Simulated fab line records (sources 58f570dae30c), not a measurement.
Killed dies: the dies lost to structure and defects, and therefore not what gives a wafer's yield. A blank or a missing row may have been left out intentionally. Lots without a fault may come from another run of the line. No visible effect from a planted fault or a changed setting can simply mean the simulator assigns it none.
What tool caused it? / flow berkeley_cmos170 / 13 lots, 39 wafers sampled, at 1 step of a route of 331

== WHAT EACH GAUGE READ, for each wafer ==
The record holds no reading of a measuring or inspecting step that can be judged against a usual standard deviation.

== TOOL THAT RAN EACH LOT (tool first, then ch and the chambers of the sampled wafers, then the start) ==
lot=L876; UCB170_NLDD_STRIP_10=plasma_asher-02 ch 0, day 6 21:30
lot=L874; UCB170_NLDD_STRIP_10=plasma_asher-03 ch 0,1, day 6 22:15
lot=L878; UCB170_NLDD_STRIP_10=plasma_asher-03 ch 0,1, day 7 08:41
lot=L882; UCB170_NLDD_STRIP_10=plasma_asher-03 ch 0,1, day 8 06:50
lot=L883; UCB170_NLDD_STRIP_10=plasma_asher-01 ch 0,1, day 8 07:14
lot=L889; UCB170_NLDD_STRIP_10=plasma_asher-01 ch 0,1, day 9 19:30
lot=L890; UCB170_NLDD_STRIP_10=plasma_asher-03 ch 0,1, day 10 08:03
lot=L891; UCB170_NLDD_STRIP_10=plasma_asher-02 ch 0,1, day 10 08:20
lot=L892; UCB170_NLDD_STRIP_10=plasma_asher-03 ch 0,1, day 10 08:50
lot=L895; UCB170_NLDD_STRIP_10=plasma_asher-01 ch 0,1, day 10 20:27
lot=L894; UCB170_NLDD_STRIP_10=plasma_asher-03 ch 0,1, day 10 20:41
lot=L893; UCB170_NLDD_STRIP_10=plasma_asher-02 ch 0,1, day 10 20:58
lot=L897; UCB170_NLDD_STRIP_10=plasma_asher-02 ch 0,1, day 11 09:32
- UCB170_NLDD_STRIP_10: strips in O2.

== WHAT THE TOOLS THEMSELVES READ (means of the sampled wafers that have a number; where no wafer has one, the mark that the record gives instead) ==
UCB170_NLDD_STRIP_10.
lot=L876; tool=plasma_asher-02; drypump_motor_current_A (A)=5.4; o2_flow_sccm (sccm)=400.0; oes_product_au (a.u.)=0.733; strip_time_to_endpoint_s (s)=21.69
lot=L874; tool=plasma_asher-03; drypump_motor_current_A (A)=5.7; o2_flow_sccm (sccm)=399.0; oes_product_au (a.u.)=0.733; strip_time_to_endpoint_s (s)=21.59
lot=L878; tool=plasma_asher-03; drypump_motor_current_A (A)=5.6; o2_flow_sccm (sccm)=399.5; oes_product_au (a.u.)=0.734; strip_time_to_endpoint_s (s)=21.57
lot=L882; tool=plasma_asher-03; drypump_motor_current_A (A)=5.6; o2_flow_sccm (sccm)=399.4; oes_product_au (a.u.)=0.980; strip_time_to_endpoint_s (s)=-
lot=L883; tool=plasma_asher-01; drypump_motor_current_A (A)=6.1; o2_flow_sccm (sccm)=401.2; oes_product_au (a.u.)=0.733; strip_time_to_endpoint_s (s)=21.71
lot=L889; tool=plasma_asher-01; drypump_motor_current_A (A)=6.3; o2_flow_sccm (sccm)=400.3; oes_product_au (a.u.)=0.733; strip_time_to_endpoint_s (s)=21.71
lot=L890; tool=plasma_asher-03; drypump_motor_current_A (A)=5.6; o2_flow_sccm (sccm)=399.1; oes_product_au (a.u.)=0.735; strip_time_to_endpoint_s (s)=21.66
lot=L891; tool=plasma_asher-02; drypump_motor_current_A (A)=5.2; o2_flow_sccm (sccm)=400.1; oes_product_au (a.u.)=0.735; strip_time_to_endpoint_s (s)=21.69
lot=L892; tool=plasma_asher-03; drypump_motor_current_A (A)=5.7; o2_flow_sccm (sccm)=400.8; oes_product_au (a.u.)=0.736; strip_time_to_endpoint_s (s)=21.77
lot=L895; tool=plasma_asher-01; drypump_motor_current_A (A)=6.4; o2_flow_sccm (sccm)=399.6; oes_product_au (a.u.)=0.735; strip_time_to_endpoint_s (s)=21.75
lot=L894; tool=plasma_asher-03; drypump_motor_current_A (A)=5.7; o2_flow_sccm (sccm)=400.7; oes_product_au (a.u.)=0.732; strip_time_to_endpoint_s (s)=21.69
lot=L893; tool=plasma_asher-02; drypump_motor_current_A (A)=5.2; o2_flow_sccm (sccm)=400.5; oes_product_au (a.u.)=0.731; strip_time_to_endpoint_s (s)=21.63
lot=L897; tool=plasma_asher-02; drypump_motor_current_A (A)=5.2; o2_flow_sccm (sccm)=400.4; oes_product_au (a.u.)=0.731; strip_time_to_endpoint_s (s)=21.63

== THE ANSWER, worked out from the rows above alone ==
Rule: what is usual is taken from the lots themselves. The widest of any qualifying gaps counts: lots, ordered by their means at a reading, are off when they make up no more than a third of the lots, leave a main group of 4 or more, and stand apart from it by 3 or more times the standard deviation of that group's means. Not used: any main group whose means are identical at the precision the tables above print for the reading. Also off: a lot with no number at a reading for which 4 or more lots have one. The other lots that the step has rows for count as sound. Order of review: gauges by route order, followed by the tools' own readings, for which a lot's mean as printed above is used. The first step at which some lot is off is used, and at that step the reading that is off furthest; a lot without a number counts as furthest.
Off: L882 (UCB170_NLDD_STRIP_10, strip_time_to_endpoint_s). Without a number there: L882. For the main group the mean is 21.67 s and the standard deviation 0.058.
A tool fits if, at that step or a process step before it, it ran every lot that is off, and no sound lot after the first of them. None of those tried fits.

== WHAT THE SIMULATOR HAD INSERTED ==
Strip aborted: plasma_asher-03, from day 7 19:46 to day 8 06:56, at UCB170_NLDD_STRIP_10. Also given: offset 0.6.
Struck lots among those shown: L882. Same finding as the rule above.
